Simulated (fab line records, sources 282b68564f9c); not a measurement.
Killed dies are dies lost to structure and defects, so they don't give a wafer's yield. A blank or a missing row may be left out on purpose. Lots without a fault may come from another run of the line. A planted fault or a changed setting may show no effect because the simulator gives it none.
fab line records | flow rit_cmos
record lots=14 wafers=42 last_day=7
route steps=202 shown PWELL@40
lots that met no fault: from a run of the same line without faults
start_h: hours from the record's first day to the start of the lot's first wafer shown | wait_h: hours since the lot's step before | " the same as in the row above | L1.1+2: a row that stands for several wafers | - no value, or no start given | * or withheld: withheld | < > ~ a bound
route shown NAME@n: a module of which the file shows steps, and the number in the route of the first | usual: mean/standard deviation of fault-free wafers | same: alike in all rows | chamber/n: place in a boat | sites: the reading at each site | _std_site: their standard deviation | _edge_site: outer sites' mean less inner sites' | radius_mm: how far each site lies from the wafer's centre | mask NAME#n: copy n | behind: the tool/chamber that last shaped the wafer | hold: why the lot was held/for how many hours/how that ended | device: the transistor (n, p or np) that didn't switch | end of line: the same wafers' tests at the end of the route | a step without rows: its recipe alone | killed: dies lost to structure and defects at the first sort, not the wafer's yield | map: a wafer's dies, x killed, . not, _ none there
set.NAME: the setting as run; set.NAME@STEP: as run at that earlier step | model.NAME: the simulator's own value behind a step, which no gauge read
steps of the route over a sample of lots; a table a step, a row a wafer
## steps
# step RIT_PWELL_COAT_01
# recipe resist=NOVOLAK spin_rpm=2000 resist_thk_nm=1300
# usual spin_speed_rpm=1999.9/1.3
# columns lot.wafer tool chamber start_h wait_h spin_speed_rpm
L116.2 litho_track-01 0 22.16 0.1 1998.0
L116.3 " 0 " " 1996.2
L116.5 " 0 " " 1999.7
L117.4 litho_track-01 0 30.46 0.1 1999.2
L117.5 " 0 " " 2001.3
L117.6 " 0 " " 2001.6
L118.2 litho_track-03 0 31.73 0.1 2000.1
L118.5 " 0 " " 1999.1
L118.6 " 0 " " 1999.8
L119.1 litho_track-04 0 36.31 0.1 1999.7
L119.4 " 0 " " 1999.2
L119.5 " 0 " " 1997.8
L120.1 litho_track-04 0 44.44 0.1 2000.8
L120.2 " 0 " " 2000.6
L120.5 " 0 " " 2000.5
L121.3 litho_track-03 0 46.74 0.1 2000.3
L121.5 " 0 " " 2000.9
L121.6 " 0 " " 2001.7
L122.2 litho_track-01 0 51.25 0.1 1998.8
L122.4 " 0 " " 2001.2
L122.6 " 0 " " 2001.2
L123.1 litho_track-04 0 55.99 0.1 2000.2
L123.3 " 0 " " 2000.5
L123.6 " 0 " " 2001.7
L124.2 litho_track-04 0 61.37 0.1 2000.7
L124.3 " 0 " " 1999.4
L124.4 " 0 " " 1999.0
L125.2 litho_track-04 0 71.29 0.1 1877.4
L125.3 " 0 " " 1880.3
L125.6 " 0 " " 1877.3
L131.2 litho_track-04 0 98.75 0.1 1877.9
L131.3 " 0 " " 1878.6
L131.4 " 0 " " 1877.5
L134.1 litho_track-01 0 111.77 0.1 2002.7
L134.2 " 0 " " 2000.7
L134.6 " 0 " " 2001.5
L135.2 litho_track-01 0 116.56 0.1 1998.2
L135.3 " 0 " " 1998.1
L135.6 " 0 " " 1998.9
L138.2 litho_track-03 0 132.78 0.1 2002.9
L138.4 " 0 " " 2001.2
L138.5 " 0 " " 2002.4
## key
first_sign step=RIT_PWELL_COAT_01 reading=spin_speed_rpm direction=down sigmas=96 usual=1999.9 struck=1878.2
effect none on later readings
met_at RIT_PWELL_COAT_01
struck_lots L125,L131
tester_left_out L125,L131
onset_between 61.37 71.29
fault kind=process_parameter_drift tool=litho_track-04 chamber=- onset_h=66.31 steps=RIT_PWELL_COAT_01 channel=spin_rpm offset=-121.23 shape=step end_h=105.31 acts_in=these_recipes_only stated=2000
# tester_left_out: of these lots the tester's yield and bins aren't shown, on N5 and GAA mostly nor the transistor test; their killed dies are dies lost to structure and defects alone, not to doping, threshold or leakage, so they don't give the yield
